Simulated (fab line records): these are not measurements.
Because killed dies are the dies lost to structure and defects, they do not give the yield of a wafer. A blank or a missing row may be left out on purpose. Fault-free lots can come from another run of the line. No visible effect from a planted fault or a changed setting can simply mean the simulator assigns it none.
What tool caused it? / flow rit-cmos / Sampling: 15 lots, 45 wafers, 2 of 202 route steps

## WHAT THE GAUGES SHOWED, per wafer
RIT_M1_CD_MEAS_09: target cd 2600 nm.
lot=L274; measured=day 3 16:05; on=cd-sem-02; cd-nm (nm)=2600.2 2598.2 2597.6
lot=L276; measured=day 4 03:46; on=cd-sem-02; cd-nm (nm)=2600.7 2599.7 2599.1
lot=L277; measured=day 4 09:28; on=cd-sem-02; cd-nm (nm)=2601.3 2602.3 2599.8
lot=L278; measured=day 4 12:35; on=cd-sem-01; cd-nm (nm)=2593.3 2592.7 2592.1
lot=L279; measured=day 4 17:20; on=cd-sem-02; cd-nm (nm)=2596.8 2596.2 2597.2
lot=L280; measured=day 4 22:05; on=cd-sem-02; cd-nm (nm)=2599.7 2602.2 2598.8
lot=L281; measured=day 5 04:15; on=cd-sem-02; cd-nm (nm)=2613.4 2616.1 2615.5
lot=L282; measured=day 5 08:41; on=cd-sem-01; cd-nm (nm)=2596.5 2596.4 2597.5
lot=L283; measured=day 5 13:01; on=cd-sem-02; cd-nm (nm)=2609.6 2611.4 2612.2
lot=L284; measured=day 5 17:46; on=cd-sem-02; cd-nm (nm)=2614.5 2612.5 2613.7
lot=L288; measured=day 6 21:40; on=cd-sem-01; cd-nm (nm)=2596.5 2593.7 2595.5
lot=L291; measured=day 7 10:44; on=cd-sem-01; cd-nm (nm)=2600.7 2598.2 2600.0
lot=L292; measured=day 7 14:41; on=cd-sem-02; cd-nm (nm)=2597.3 2597.6 2599.3
lot=L293; measured=day 7 19:54; on=cd-sem-01; cd-nm (nm)=2597.5 2599.3 2597.8
lot=L294; measured=day 7 22:02; on=cd-sem-02; cd-nm (nm)=2597.4 2599.4 2598.1

## TOOL THAT RAN EACH LOT (tool first, then ch and the chambers of the sampled wafers, then the start)
lot=L274; RIT_M1_DEVELOP_08=litho-track-04 ch 0, day 3 15:00
lot=L276; RIT_M1_DEVELOP_08=litho-track-01 ch 0, day 4 03:00
lot=L277; RIT_M1_DEVELOP_08=litho-track-02 ch 0, day 4 09:00
lot=L278; RIT_M1_DEVELOP_08=litho-track-02 ch 0, day 4 12:00
lot=L279; RIT_M1_DEVELOP_08=litho-track-01 ch 0, day 4 17:00
lot=L280; RIT_M1_DEVELOP_08=litho-track-02 ch 0, day 4 21:00
lot=L281; RIT_M1_DEVELOP_08=litho-track-02 ch 0, day 5 04:00
lot=L282; RIT_M1_DEVELOP_08=litho-track-01 ch 0, day 5 08:00
lot=L283; RIT_M1_DEVELOP_08=litho-track-02 ch 0, day 5 12:00
lot=L284; RIT_M1_DEVELOP_08=litho-track-02 ch 0, day 5 17:00
lot=L288; RIT_M1_DEVELOP_08=litho-track-04 ch 0, day 6 21:00
lot=L291; RIT_M1_DEVELOP_08=litho-track-01 ch 0, day 7 10:00
lot=L292; RIT_M1_DEVELOP_08=litho-track-04 ch 0, day 7 14:00
lot=L293; RIT_M1_DEVELOP_08=litho-track-01 ch 0, day 7 19:00
lot=L294; RIT_M1_DEVELOP_08=litho-track-04 ch 0, day 7 21:00
- RIT_M1_DEVELOP_08: develop time 68 s.

## WHAT THE TOOLS THEMSELVES READ (means of the sampled wafers that have a number; where no wafer has one, the mark that the record gives instead)
The record holds no such reading with a usual standard deviation.

## THE ANSWER, worked out from the rows above alone
Rule: what is usual is taken from the lots themselves. The widest of any qualifying gaps counts: lots, ordered by their means at a reading, are off when they make up no more than a third of the lots, leave a main group of 4 or more, and stand apart from it by 3 or more times the standard deviation of that group's means. Not used: any main group whose means are identical at the precision the tables above print for the reading. Also off: a lot with no number at a reading for which 4 or more lots have one. Any other lot the step has rows for is counted as sound. First the gauges in route order, then the tools' own readings, where a lot's mean is used as printed above. At the first step where some lot is off, the reading lying furthest off is the one used; lots without a number count as furthest.
Off: L281, L283, L284 (RIT_M1_CD_MEAS_09, cd-nm). Mean 2598.0 nm and standard deviation 2.2 in the main group.
A tool fits if, at a process step before that reading, it ran every lot that is off, and no sound lot after the first of them. The gauges at RIT_M1_CD_MEAS_09 are tried like those tools. One candidate fits, namely litho-track-02 at RIT_M1_DEVELOP_08. Its last sound lot is L280 (day 4 21:00), its first lot that is off L281 (day 5 04:00): a fault that began between those two fits.

## WHAT THE SIMULATOR HAD INSERTED
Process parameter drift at RIT_M1_DEVELOP_08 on litho-track-02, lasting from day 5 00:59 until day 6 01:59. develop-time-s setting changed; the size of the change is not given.
Shown lots that were struck: L281, L283, L284. The rule above reached the same finding.
